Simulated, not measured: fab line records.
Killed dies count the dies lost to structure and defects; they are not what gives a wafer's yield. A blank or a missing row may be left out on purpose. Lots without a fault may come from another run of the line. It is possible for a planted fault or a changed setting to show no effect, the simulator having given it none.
A struck lot beside a sound one :: flow ritCmos :: 44 out of 202 route steps
Sound: wafers L314.1, L314.2, L314.4. Wafers L328.3, L328.4, L328.6 were the ones struck. At the end, the cause is stated.
At each step with rows: each side's tool, then ch and its chambers, then its first start. Under that, the readings that differ: sound wafers :: struck wafers :: difference of the means :: sigmas: that difference in standard deviations of wafers without a fault.
alike: words and numbers the same on both sides, and readings whose means are apart by under 2 such deviations; not compared: readings that were withheld, readings missing a value for some wafer, numbers with overlapping values and no deviation given by the record, and bounds like >300 which may hide the same value.
Wherever a step has rows on one side only, a row that says differs or no value, or a row with sigmas, the two part there. Numbers that have no deviation but don't overlap get no sigmas and don't part them. Lack of a reading on every wafer of one side parts them only where that side has two or more wafers.

first, 1 step without rows for these wafers: RIT_PRETRO_IMPLANT_08.
RIT_PRETRO_STRIP_09: strips in O2, time 180 s.
  sound on plasmaAsher-04 ch 0,1, day 2 11:49; struck on plasmaAsher-04 ch 0,1, day 5 12:19
  alike: drypumpMotorCurrentA
  not compared: rfHoursCounterH
RIT_PRETRO_TW_MEAS_10:
  sound on filmMetro-04 at day 2 12:00; struck on filmMetro-01 at day 5 12:27
reading: PRETRO_TW
sound: 476.2 476.2 476.6
struck: 470.1 471.0 470.4
difference: -5.8
sigmas: -2
then, 5 steps without rows for these wafers: RIT_GATE_WET_ETCH_00 (etches SiO2 in BOE, target depth 56 nm, time 60 s); RIT_GATE_CLEAN_01 (cleans in SC1, time 600 s); RIT_GATE_CLEAN_02 (cleans in dHF, time 30 s); RIT_GATE_CLEAN_03 (cleans in SC2, time 600 s); RIT_GATE_CLEAN_04 (cleans in dHF, time 60 s).
RIT_FOX2_THK_MEAS_91:
  sound on filmMetro-01 at day 2 12:29; struck on filmMetro-04 at day 5 12:56
  alike: FIELD_OXIDE_LEFT_2_THK
then, 2 steps without rows for these wafers: RIT_GATE_OXIDATION_05 (target thk 3 nm, ox time 270 s); RIT_GATE_ANNEAL_06 (time 600 s).
RIT_GATE_THK_MEAS_07:
  sound on filmMetro-04 at day 2 13:52; struck on filmMetro-02 at day 5 16:12
  alike: GATE_OXIDE_THK
RIT_GATE_CVD_08: deposits poly-Si from SiH4, target thk 250 nm, time 2220 s.
  sound on lpcvd-01 ch 1, day 2 14:32; struck on lpcvd-02 ch 1, day 5 16:14
reading: model.poly-Si_of_GATE_CVD_08.thkNm (nm)
sound: 253.8 254.9 253.3
struck: 265.9 264.3 262.8
difference: +10.3
sigmas: 
RIT_GATE_THK_MEAS_09:
  sound on filmMetro-04 at day 2 16:09; struck on filmMetro-04 at day 5 17:53
reading: GATE_POLY_THK (nm)
sound: 253.7 254.9 253.2
struck: 265.5 264.4 263.1
difference: +10.4
sigmas: +4
then, 6 steps without rows for these wafers: RIT_GATE_HMDS_10 (prime time 60 s); RIT_GATE_COAT_11 (resist thk 850 nm); RIT_GATE_SOFTBAKE_12 (time 60 s); RIT_GATE_EXPOSE_13 (exposes mask M6, target cd 150 nm); RIT_GATE_PEB_14; RIT_GATE_DEVELOP_15 (develop time 48.17 s).
RIT_GATE_CD_MEAS_16: the cd target is 150 nm.
  sound on cdSem-01 at day 2 17:11; struck on cdSem-01 at day 5 18:56
  alike: cdNm
RIT_GATE_OVL_MEAS_17:
  sound on overlay-01 at day 2 17:18; struck on overlay-01 at day 5 19:02
  alike: GATE_OVL
then, 1 step without rows for these wafers: RIT_GATE_HARDBAKE_18 (time 60 s).
RIT_GATE_ETCH_19: etches poly-Si in SF6/CHF3/O2, stops on SiO2, time 165 s, target depth 312.5 nm.
  sound on rieSi-02 ch 0,1,2, day 2 17:29; struck on rieSi-01 ch 0,1,2, day 5 19:12
reading: oesProductAu (a.u.)
sound: 0.854 0.843 0.862
struck: 0.908 0.892 0.874
difference: +0.038
sigmas: +3

reading: model.etch.depthNm (nm)
sound: 253.8 254.9 253.3
struck: 265.9 264.3 262.8
difference: +10.3
sigmas: 

reading: model.GATE.featureDepthNm (nm)
sound: 253.8 254.9 253.3
struck: 265.9 264.3 262.8
difference: +10.3
sigmas: 
  alike: drypumpMotorCurrentA, heBacksideLeakSccm, throttleValvePct
  not compared: rfHoursCounterH
RIT_GATE_STRIP_20: strips in O2, time 180 s.
  sound on plasmaAsher-02 ch 0,1, day 2 17:36; struck on plasmaAsher-03 ch 0,1, day 5 19:22
  alike: drypumpMotorCurrentA
  not compared: rfHoursCounterH
RIT_GATE_CD_MEAS_90: the cd target is 150 nm.
  sound on cdSem-02 at day 2 17:46; struck on cdSem-01 at day 5 19:31
  alike: cdNm
then, 4 steps without rows for these wafers: RIT_REOX_CLEAN_00 (cleans in SC1, time 577 s); RIT_REOX_CLEAN_01 (cleans in dHF, time 30 s); RIT_REOX_CLEAN_02 (cleans in SC2, time 600 s); RIT_REOX_OXIDATION_03 (target thk 25.2 nm, ox time 5580 s).
RIT_REOX_THK_MEAS_04:
  sound on filmMetro-02 at day 2 20:49; struck on filmMetro-02 at day 5 22:32
  alike: REOX_OXIDE_THK
then, 6 steps without rows for these wafers: RIT_NLDD_HMDS_00 (prime time 60 s); RIT_NLDD_COAT_01 (resist thk 1000 nm); RIT_NLDD_SOFTBAKE_02 (time 60 s); RIT_NLDD_EXPOSE_03 (exposes mask M7, target cd 40700 nm); RIT_NLDD_PEB_04; RIT_NLDD_DEVELOP_05 (develop time 50 s).
RIT_NLDD_OVL_MEAS_06:
  sound on overlay-01 at day 2 21:50; struck on overlay-01 at day 5 23:26
  alike: NLDD_OVL
then, 2 steps without rows for these wafers: RIT_NLDD_HARDBAKE_07 (time 60 s); RIT_NLDD_IMPLANT_08.
RIT_NLDD_STRIP_09: strips in O2, time 180 s.
  sound on plasmaAsher-04 ch 0,1, day 2 22:11; struck on plasmaAsher-01 ch 0,1, day 5 23:52
  alike: drypumpMotorCurrentA
  not compared: rfHoursCounterH
RIT_NLDD_TW_MEAS_10:
  sound on filmMetro-01 at day 2 22:21; struck on filmMetro-01 at day 6 00:00
reading: NLDD_TW
sound: 2468 2469 2482
struck: 2437 2442 2428
difference: -37
sigmas: -3
RIT_SDANNEAL_CLEAN_02: cleans in SC2, time 600 s.
  sound on wetBench-01 ch 2, day 3 05:37; struck on wetBench-01 ch 1, day 6 07:26
reading: model.poly-Si_of_GATE_CVD_08.thkNm (nm)
sound: 168 168.8 166.9
struck: 178.7 176.5 174.5
difference: +8.7
sigmas: 
RIT_M1_PROBE_99:
  sound on prober-01 at day 3 13:23; struck on prober-01 at day 6 15:07
reading: model.etest.polyCombOverSteps.leakLog10AUm
sound: -12.7 -12.29 -12.94
struck: -11.71 -10.29 -11.9
difference: +1.34
sigmas: 
  alike: killedAtContacts, killedAtFrontEnd, killedDies, killedOpen, killedShort
  not compared: model.etest.nmosTurned.driveUaUm

== WHERE THEY PART ==
Earliest at RIT_PRETRO_TW_MEAS_10; latest, in this record, at RIT_NLDD_TW_MEAS_10. Later steps at which nothing parts them and some readings are alike: RIT_M1_PROBE_99.

WHY: what the simulator had put in
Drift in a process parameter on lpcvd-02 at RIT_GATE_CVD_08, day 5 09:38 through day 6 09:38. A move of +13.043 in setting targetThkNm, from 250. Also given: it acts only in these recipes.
